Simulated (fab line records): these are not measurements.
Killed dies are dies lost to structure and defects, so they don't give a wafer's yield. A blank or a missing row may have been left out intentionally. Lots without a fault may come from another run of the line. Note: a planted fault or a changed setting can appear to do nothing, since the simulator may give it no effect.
2 desks looking at one fault | flow rit_cmos | each desk holds nothing but its own numbers, with what lay behind them at the end

AT THE METROLOGY DESK
What the gauges read, lot by lot, whatever tool the lot ran on: means of the sampled wafers that have a number. Any lot whose mean is over 4 standard deviations away from the usual mean is out of limits and marked OUT; that distance is given in the brackets.
Columns: A = SPACER_NITRIDE_THK at RIT_SPACER_THK_MEAS_04, usual 252.1 nm; B = NSD_OVL at RIT_NSD_OVL_MEAS_06, usual 0.7 nm
lot  | first seen here | A     | B
L439 | day 3 08:28     | 251.8 | 2.5
L440 | day 3 18:34     | 253.8 | 0.6
L446 | day 5 00:13     | 253.1 | 0.0
L449 | day 5 10:38     | 249.2 | 0.8
L451 | day 5 19:51     | 253.4 | 0.7
L458 | day 7 06:32     | 252.7 | 0.4
This desk found nothing out of limits on any of the 6 lots.

FOR THE TOOL OWNER'S DESK: implanter-04
The tool's own readings at RIT_NSD_IMPLANT_08: means of the sampled wafers that have a number, for each lot that ran on this tool. Any lot whose mean is over 4 standard deviations away from the usual mean is out of limits and marked OUT; that distance is given in the brackets.
Columns: A = beam_energy_keV at RIT_NSD_IMPLANT_08, usual 24.997
lot  | first seen here | A
L439 | day 3 09:43     | 25.007
L446 | day 5 01:35     | 24.144 (-99 or more) OUT
L449 | day 5 12:00     | 24.149 (-99 or more) OUT
This desk's verdict: out of limits on L446, L449, starting with L446 at day 5 01:35 (beam_energy_keV at RIT_NSD_IMPLANT_08). Within limits: L439.

BROUGHT TOGETHER
An alarm could have come from the tool owner's desk at day 5 01:35, on L446, L449.
The metrology desk saw nothing out of limits.
The metrology desk holds a record of L446, L449, inside its limits.
Of the lots named, all ran RIT_NSD_IMPLANT_08 on implanter-04.

WHAT THE SIMULATOR HAD INSERTED
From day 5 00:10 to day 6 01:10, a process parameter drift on implanter-04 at RIT_NSD_IMPLANT_08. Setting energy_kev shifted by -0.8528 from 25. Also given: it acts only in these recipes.
Lots struck among those shown: L446, L449.
Time in hours from fault onset to the first out-of-limits reading at each desk: the tool owner's desk, 1.
